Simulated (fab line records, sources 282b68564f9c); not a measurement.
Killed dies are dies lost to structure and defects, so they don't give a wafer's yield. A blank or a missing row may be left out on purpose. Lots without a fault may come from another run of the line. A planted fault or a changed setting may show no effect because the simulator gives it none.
A struck lot beside a sound one | flow rit_cmos | 19 steps out of a route of 202
Sound: wafers L980.1, L980.2, L980.3. Struck: wafers L994.1, L994.3, L994.6. The cause comes at the end.
At each step with rows: each side's tool, then ch and its chambers, then its first start. Under that, the readings that differ: sound wafers | struck wafers | difference of the means | sigmas: that difference in standard deviations of wafers without a fault.
alike: readings whose means differ by less than 2 such deviations, and words and numbers that are the same on both sides. not compared: withheld readings, readings that some wafer has no value for, bounds like >300 that may hide the same value, and numbers for which the record gives no deviation and whose values overlap.
The two part at a step that has a row with sigmas, a row that says differs or no value, or rows on one side only. Numbers that don't overlap but have no deviation are shown without sigmas and don't part them. A reading that every wafer of one side lacks parts them only if that side has two wafers or more.

RIT_CONTACT_STRIP_12: strips in O2, time 180 s.
  sound on plasma_asher-01 ch 0,1, day 3 11:05; struck on plasma_asher-01 ch 0,1, day 6 08:12
  alike: drypump_motor_current_A
  not compared: rf_hours_counter_h
RIT_CONTACT_CD_MEAS_90: target cd 1000 nm.
  sound on cd_sem-01, day 3 11:16; struck on cd_sem-01, day 6 08:22
  alike: cd_nm
then, 2 steps without rows for these wafers: RIT_CONTACT_CLEAN_13 (cleans in SC1, time 600 s); RIT_CONTACT_CLEAN_14 (cleans in SC2, time 600 s).
RIT_M1_SPUTTER_00: material Al, target thk 400 nm, time 522.8 s.
  sound on pvd_sputter-01, day 3 11:44; struck on pvd_sputter-01, day 6 08:52
  alike: throttle_valve_pct
RIT_M1_RS_MEAS_01: measures by four-point-probe.
  sound on film_metro-02, day 3 12:02; struck on film_metro-01, day 6 09:09
  alike: M1_AL_RS
RIT_M1_THK_MEAS_02: measures by xrf.
  sound on film_metro-02, day 3 12:09; struck on film_metro-01, day 6 09:16
  alike: M1_AL_THK
then, 5 steps without rows for these wafers: RIT_M1_HMDS_03 (prime time 60 s); RIT_M1_COAT_04 (resist thk 1300 nm); RIT_M1_SOFTBAKE_05 (time 60 s); RIT_M1_EXPOSE_06 (exposes mask M12, target cd 2600 nm); RIT_M1_PEB_07.
RIT_M1_DEVELOP_08: develop time 68 s.
  sound on litho_track-03 ch 0, day 3 13:00; struck on litho_track-04 ch 0, day 6 10:00
  alike: chill_plate_temp_C
RIT_M1_CD_MEAS_09: target cd 2600 nm.
  sound on cd_sem-02, day 3 13:13; struck on cd_sem-02, day 6 10:20
  reading    | sound                | struck               | difference | sigmas
  cd_nm (nm) | 2599.7 2598.4 2596.9 | 2653.3 2656.5 2656.7 | +57.2      | +27
RIT_M1_OVL_MEAS_10:
  sound on overlay-02, day 3 13:20; struck on overlay-02, day 6 10:28
  alike: M1_OVL
then, 1 step without rows for these wafers: RIT_M1_HARDBAKE_11 (time 120 s).
RIT_M1_METAL_ETCH_12: etches Al in Cl2/BCl3, stops on SiO2, time 165 s, target depth 600 nm.
  sound on rie_metal-01 ch 0,1, day 3 13:37; struck on rie_metal-04 ch 0,1, day 6 10:44
  reading             | sound          | struck         | difference | sigmas
  model.M1.cd_nm (nm) | 2600 2596 2595 | 2653 2657 2657 | +59        |
  alike: drypump_motor_current_A, oes_product_au, throttle_valve_pct
  not compared: rf_hours_counter_h
then, 1 step without rows for these wafers: RIT_M1_STRIP_13 (strips in nmp, time 600 s).
RIT_M1_PROBE_99:
  sound on prober-02, day 3 15:52; struck on prober-02, day 6 13:00
  reading                      | sound          | struck         | difference | sigmas
  killed_at_M0_to_M3           | 0 0 0          | 0 0 1          | +0         | +4
  model.etest.m1.width_nm (nm) | 2593 2597 2595 | 2648 2663 2665 | +64        |
  alike: defect_limited_yield, killed_at_contacts, killed_at_front_end, killed_dies, killed_open, killed_short, sort_bin_3_pad_short, sort_bin_5_function, sort_bin_6_memory, sort_n_pass, sort_yield_pct

WHERE THEY PART
First at RIT_M1_CD_MEAS_09; last, within this record, at RIT_M1_PROBE_99.

WHY: what the simulator had put in
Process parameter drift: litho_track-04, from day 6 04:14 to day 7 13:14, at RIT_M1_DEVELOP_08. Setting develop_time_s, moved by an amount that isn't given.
